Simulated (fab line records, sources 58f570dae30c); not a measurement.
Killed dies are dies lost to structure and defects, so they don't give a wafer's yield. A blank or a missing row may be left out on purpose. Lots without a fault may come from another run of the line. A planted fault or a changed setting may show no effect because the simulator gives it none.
Which tool did it? | flow berkeley_cmos170 | 13 lots, 39 wafers sampled, at 6 steps of a route of 331

WHAT THE GAUGES READ, wafer by wafer
UCB170_PSD_TW_MEAS_10.
lot  | measured     | on            | PSD_TW
L369 | day 7 13:10  | film_metro-02 | 2310 2308 2313
L368 | day 7 13:27  | film_metro-03 | 2363 2352 2352
L367 | day 7 13:33  | film_metro-02 | 2326 2312 2319
L371 | day 8 10:12  | film_metro-03 | 2348 2351 2352
L372 | day 8 10:19  | film_metro-04 | 2354 2349 2352
L376 | day 8 21:17  | film_metro-03 | 2355 2346 2345
L375 | day 8 21:46  | film_metro-03 | 2343 2354 2334
L373 | day 8 21:53  | film_metro-04 | 2329 2342 2337
L381 | day 10 00:27 | film_metro-04 | 2338 2344 2339
L380 | day 10 00:56 | film_metro-04 | 2346 2332 2341
L378 | day 10 00:58 | film_metro-02 | 2309 2311 2327
L377 | day 10 01:14 | film_metro-02 | 2305 2318 2320
L389 | day 11 19:28 | film_metro-04 | 2343 2362 2338

UCB170_SDANNEAL_RS_MEAS_03: measures by four-point-probe.
lot  | measured     | on            | NSD_RS (ohm/sq)
L369 | day 7 17:34  | film_metro-04 | 37.27 37.25 37.23
L368 | day 7 19:26  | film_metro-02 | 37.41 37.36 37.37
L367 | day 7 19:25  | film_metro-03 | 37.28 37.29 37.29
L371 | day 8 13:41  | film_metro-02 | 37.27 37.19 37.20
L372 | day 8 14:11  | film_metro-03 | 37.26 37.26 37.27
L376 | day 9 00:20  | film_metro-03 | 37.29 37.32 37.34
L375 | day 9 00:43  | film_metro-02 | 37.32 37.33 37.29
L373 | day 9 00:52  | film_metro-03 | 37.33 37.29 37.31
L381 | day 10 05:00 | film_metro-03 | 37.34 37.44 37.49
L380 | day 10 05:40 | film_metro-02 | 37.34 37.34 37.20
L378 | day 10 05:10 | film_metro-02 | 37.32 37.43 37.31
L377 | day 10 05:41 | film_metro-04 | 37.18 37.19 37.19
L389 | day 12 00:28 | film_metro-04 | 37.24 37.16 37.29

UCB170_M1_RS_MEAS_01: measures by four-point-probe.
lot  | measured     | on            | M1_AL_RS (ohm/sq)
L369 | day 8 01:52  | film_metro-03 | 0.0478 0.0485 0.0479
L368 | day 8 02:08  | film_metro-04 | 0.0481 0.0482 0.0490
L367 | day 8 02:22  | film_metro-02 | 0.0484 0.0487 0.0487
L371 | day 8 20:02  | film_metro-02 | 0.0487 0.0484 0.0488
L372 | day 8 21:40  | film_metro-02 | 0.0489 0.0482 0.0483
L376 | day 9 05:35  | film_metro-03 | 0.0491 0.0489 0.0494
L375 | day 9 07:23  | film_metro-03 | 0.0490 0.0478 0.0484
L373 | day 9 07:38  | film_metro-02 | 0.0483 0.0484 0.0481
L381 | day 10 10:19 | film_metro-02 | 0.0488 0.0484 0.0479
L380 | day 10 13:52 | film_metro-02 | 0.0493 0.0494 0.0484
L378 | day 10 12:48 | film_metro-02 | 0.0482 0.0482 0.0492
L377 | day 10 13:28 | film_metro-03 | 0.0557 0.0481 0.0485
L389 | day 12 09:38 | film_metro-04 | 0.0488 0.0484 0.0488

UCB170_M1_THK_MEAS_02: measures by xrf.
lot  | measured     | on            | M1_AL_THK (nm)
L369 | day 8 01:59  | film_metro-03 | 609 600 610
L368 | day 8 02:14  | film_metro-04 | 603 597 593
L367 | day 8 02:28  | film_metro-02 | 600 602 599
L371 | day 8 20:08  | film_metro-02 | 602 603 601
L372 | day 8 21:47  | film_metro-02 | 598 604 607
L376 | day 9 05:42  | film_metro-03 | 589 594 588
L375 | day 9 07:29  | film_metro-03 | 592 607 602
L373 | day 9 07:46  | film_metro-02 | 601 601 605
L381 | day 10 10:26 | film_metro-02 | 602 607 609
L380 | day 10 13:59 | film_metro-02 | 592 593 606
L378 | day 10 12:55 | film_metro-02 | 608 607 595
L377 | day 10 13:34 | film_metro-03 | 529 609 602
L389 | day 12 09:46 | film_metro-04 | 590 599 590

WHICH TOOL RAN EACH LOT (tool, then ch and the chambers of the sampled wafers, then the start)
lot  | UCB170_SDANNEAL_RTA_01           | UCB170_M1_SPUTTER_00
L369 | rtp_anneal-02 ch 0, day 7 17:23  | pvd_sputter-04, day 8 01:48
L368 | rtp_anneal-02 ch 0, day 7 19:14  | pvd_sputter-02, day 8 02:02
L367 | rtp_anneal-01 ch 0, day 7 19:13  | pvd_sputter-03, day 8 02:17
L371 | rtp_anneal-01 ch 0, day 8 13:31  | pvd_sputter-03, day 8 19:57
L372 | rtp_anneal-02 ch 0, day 8 13:59  | pvd_sputter-02, day 8 21:35
L376 | rtp_anneal-01 ch 0, day 9 00:10  | pvd_sputter-03, day 9 05:31
L375 | rtp_anneal-01 ch 0, day 9 00:31  | pvd_sputter-03, day 9 07:18
L373 | rtp_anneal-02 ch 0, day 9 00:41  | pvd_sputter-04, day 9 07:34
L381 | rtp_anneal-01 ch 0, day 10 04:49 | pvd_sputter-02, day 10 10:14
L380 | rtp_anneal-01 ch 0, day 10 05:29 | pvd_sputter-04, day 10 13:49
L378 | rtp_anneal-01 ch 0, day 10 04:59 | pvd_sputter-02, day 10 12:44
L377 | rtp_anneal-02 ch 0, day 10 05:23 | pvd_sputter-03, day 10 13:22
L389 | rtp_anneal-02 ch 0, day 12 00:17 | pvd_sputter-04, day 12 09:34
- UCB170_SDANNEAL_RTA_01: time 5 s.
- UCB170_M1_SPUTTER_00: material Al, target thk 600 nm, time 80 s.

WHAT THE TOOLS THEMSELVES READ (means of the sampled wafers that have a number; where no wafer has one, the mark that the record gives instead)
UCB170_SDANNEAL_RTA_01.
lot  | tool          | lamp_power_pct (%) | wafer_temp_C_max
L369 | rtp_anneal-02 | 36.7               | 1055.0
L368 | rtp_anneal-02 | 36.7               | 1054.6
L367 | rtp_anneal-01 | 34.9               | 1053.9
L371 | rtp_anneal-01 | 34.9               | 1053.9
L372 | rtp_anneal-02 | 36.7               | 1055.7
L376 | rtp_anneal-01 | 34.9               | 1053.2
L375 | rtp_anneal-01 | 35.0               | 1054.3
L373 | rtp_anneal-02 | 36.7               | 1055.4
L381 | rtp_anneal-01 | 34.9               | 1054.0
L380 | rtp_anneal-01 | 34.9               | 1053.8
L378 | rtp_anneal-01 | 34.9               | 1054.4
L377 | rtp_anneal-02 | 36.8               | 1056.3
L389 | rtp_anneal-02 | 36.7               | 1055.3

UCB170_M1_SPUTTER_00.
lot  | tool           | throttle_valve_pct (%)
L369 | pvd_sputter-04 | 31.1
L368 | pvd_sputter-02 | 28.4
L367 | pvd_sputter-03 | 30.4
L371 | pvd_sputter-03 | 29.8
L372 | pvd_sputter-02 | 28.9
L376 | pvd_sputter-03 | 30.2
L375 | pvd_sputter-03 | 29.7
L373 | pvd_sputter-04 | 31.3
L381 | pvd_sputter-02 | 28.2
L380 | pvd_sputter-04 | 31.3
L378 | pvd_sputter-02 | 28.4
L377 | pvd_sputter-03 | 30.1
L389 | pvd_sputter-04 | 31.0

THE ANSWER, worked out from the rows above alone
Rule: what is usual is taken from the lots themselves. Put in order of their means at a reading, lots are off if they are a third of the lots or fewer, leave a main group of 4 or more, and stand apart from it by a gap of 3 or more times the standard deviation of the main group's means; of several such gaps the widest counts. A main group whose means are all the same, to the digits that the tables above print for the reading, isn't used. A lot without any number at a reading at which 4 lots or more have one is off too. The other lots that the step has rows for count as sound. The gauges are gone through in route order, then the tools' own readings, and for those a lot's mean is taken as printed above. The first step at which some lot is off is used, and at that step the reading that is off furthest; a lot without a number counts as furthest.
Off: L377, at UCB170_M1_RS_MEAS_01 (M1_AL_RS). The main group: mean 0.0486 ohm/sq, standard deviation 0.00029.
A tool fits if, at a process step before that reading, it ran every lot that is off, and no sound lot after the first of them. The gauges at UCB170_M1_RS_MEAS_01 are tried like those tools. Can't be told from this: 2 tools fit, pvd_sputter-03 at UCB170_M1_SPUTTER_00, film_metro-03 at UCB170_M1_RS_MEAS_01.

WHAT THE SIMULATOR HAD PUT IN
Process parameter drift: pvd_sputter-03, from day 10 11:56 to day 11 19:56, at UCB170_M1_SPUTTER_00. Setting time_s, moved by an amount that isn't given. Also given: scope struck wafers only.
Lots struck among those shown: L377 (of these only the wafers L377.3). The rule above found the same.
